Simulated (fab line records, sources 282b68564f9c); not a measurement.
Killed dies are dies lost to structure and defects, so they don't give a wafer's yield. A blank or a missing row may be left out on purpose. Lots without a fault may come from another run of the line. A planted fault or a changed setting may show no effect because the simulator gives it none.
A struck lot beside a sound one | flow rit_cmos | 27 steps out of a route of 202
Sound: wafers L915.2, L915.4, L915.6. Struck: wafers L916.4, L916.5, L916.6. The cause comes at the end.
At each step with rows: each side's tool, then ch and its chambers, then its first start. Under that, the readings that differ: sound wafers | struck wafers | difference of the means | sigmas: that difference in standard deviations of wafers without a fault.
alike: readings whose means differ by less than 2 such deviations, and words and numbers that are the same on both sides. not compared: withheld readings, readings that some wafer has no value for, bounds like >300 that may hide the same value, and numbers for which the record gives no deviation and whose values overlap.
The two part at a step that has a row with sigmas, a row that says differs or no value, or rows on one side only. Numbers that don't overlap but have no deviation are shown without sigmas and don't part them. A reading that every wafer of one side lacks parts them only if that side has two wafers or more.

RIT_ACTIVE_BOW_MEAS_00:
  sound on film_metro-04, day 2 21:01; struck on film_metro-02, day 3 02:04
  alike: INCOMING_BOW
then, 1 step without rows for these wafers: RIT_ACTIVE_OXIDATION_01 (target thk 46.8 nm, ox time 3360 s).
RIT_ACTIVE_THK_MEAS_02:
  sound on film_metro-04, day 2 23:04; struck on film_metro-02, day 3 04:05
  alike: ACTIVE_OXIDE_THK
RIT_ACTIVE_CVD_03: deposits Si3N4 from SiH2Cl2/NH3, target thk 150 nm, time 1500 s.
  sound on lpcvd-02 ch 0, day 2 23:07; struck on lpcvd-01 ch 1, day 3 04:38
  reading                                  | sound             | struck            | difference | sigmas
  model.Si3N4_of_ACTIVE_CVD_03.thk_nm (nm) | 147.5 146.8 146.3 | 132.1 131.6 132.1 | -14.9      |
RIT_ACTIVE_THK_MEAS_04:
  sound on film_metro-04, day 3 00:32; struck on film_metro-04, day 3 06:04
  reading                 | sound             | struck            | difference | sigmas
  ACTIVE_NITRIDE_THK (nm) | 147.6 146.8 146.3 | 132.2 131.7 132.1 | -14.9      | -11
then, 6 steps without rows for these wafers: RIT_ACTIVE_HMDS_05 (prime time 60 s); RIT_ACTIVE_COAT_06 (resist thk 1000 nm); RIT_ACTIVE_SOFTBAKE_07 (time 60 s); RIT_ACTIVE_EXPOSE_08 (exposes mask M1, target cd 1400 nm); RIT_ACTIVE_PEB_09; RIT_ACTIVE_DEVELOP_10 (develop time 49.27 s).
RIT_ACTIVE_CD_MEAS_11: target cd 1400 nm.
  sound on cd_sem-02, day 3 01:37; struck on cd_sem-02, day 3 07:08
  reading    | sound                | struck               | difference | sigmas
  cd_nm (nm) | 1397.3 1395.8 1394.9 | 1401.7 1399.6 1402.4 | +5.2       | +2
then, 1 step without rows for these wafers: RIT_ACTIVE_HARDBAKE_12 (time 60 s).
RIT_ACTIVE_ETCH_13: etches Si3N4 in SF6, stops on SiO2, time 210 s, target depth 210 nm.
  sound on rie_diel-03 ch 1,2, day 3 01:56; struck on rie_diel-03 ch 0,1,3, day 3 07:25
  reading                            | sound             | struck            | difference | sigmas
  oes_product_au (a.u.)              | 0.839 0.797 0.837 | 0.786 0.770 0.803 | -0.038     | -2
  model.etch.depth_nm (nm)           | 147.5 146.8 146.3 | 132.1 131.6 132.1 | -14.9      |
  model.ACTIVE.feature_depth_nm (nm) | 147.5 146.8 146.3 | 132.1 131.6 132.1 | -14.9      |
  alike: drypump_motor_current_A, throttle_valve_pct
  not compared: rf_hours_counter_h
RIT_ACTIVE_STRIP_14: strips in O2, time 180 s.
  sound on plasma_asher-04 ch 0, day 3 02:04; struck on plasma_asher-01 ch 0,1, day 3 07:32
  alike: drypump_motor_current_A
  not compared: rf_hours_counter_h
RIT_ACTIVE_CD_MEAS_90: target cd 1400 nm.
  sound on cd_sem-02, day 3 02:15; struck on cd_sem-02, day 3 07:43
  alike: cd_nm
then, 4 steps without rows for these wafers: RIT_ACTIVE_CLEAN_15 (cleans in SC1, time 600 s); RIT_ACTIVE_CLEAN_16 (cleans in dHF, time 30 s); RIT_ACTIVE_CLEAN_17 (cleans in SC2, time 600 s); RIT_FOX1_OXIDATION_00 (target thk 350.7 nm, ox time 1130 s).
RIT_FOX1_THK_MEAS_01:
  sound on film_metro-04, day 3 04:03; struck on film_metro-03, day 3 09:29
  alike: FOX1_OXIDE_THK
then, 2 steps without rows for these wafers: RIT_FOX1_WET_ETCH_02 (etches SiO2 in BOE, target depth 350 nm, time 390 s); RIT_FOX2_OXIDATION_00 (target thk 350.7 nm, ox time 1130 s).
RIT_FOX2_THK_MEAS_01:
  sound on film_metro-03, day 3 06:27; struck on film_metro-03, day 3 10:59
  alike: FOX2_OXIDE_THK
RIT_FOX2_CLEAN_02: cleans in dHF, time 180 s.
  sound on wet_bench-03 ch 2, day 3 06:30; struck on wet_bench-04 ch 3, day 3 11:01
  reading                                  | sound             | struck            | difference | sigmas
  model.Si3N4_of_ACTIVE_CVD_03.thk_nm (nm) | 128.3 127.5 127.1 | 112.9 112.4 112.9 | -14.9      |
then, 1 step without rows for these wafers: RIT_FOX2_WET_ETCH_03 (etches Si3N4 in H3PO4, target depth 195 nm, time 2700 s).
RIT_M1_PROBE_99:
  sound on prober-01, day 4 20:07; struck on prober-02, day 5 00:53
  alike: killed_at_M0_to_M3, killed_at_contacts, killed_at_front_end, killed_dies, killed_on_rim, killed_open, killed_short
  not compared: model.etest.nldd.width_nm

WHERE THEY PART
First at RIT_ACTIVE_THK_MEAS_04; last, within this record, at RIT_ACTIVE_ETCH_13. Later steps at which nothing parts them and some readings are alike: RIT_ACTIVE_STRIP_14, RIT_ACTIVE_CD_MEAS_90, RIT_FOX1_THK_MEAS_01, RIT_FOX2_THK_MEAS_01, RIT_M1_PROBE_99.

WHY: what the simulator had put in
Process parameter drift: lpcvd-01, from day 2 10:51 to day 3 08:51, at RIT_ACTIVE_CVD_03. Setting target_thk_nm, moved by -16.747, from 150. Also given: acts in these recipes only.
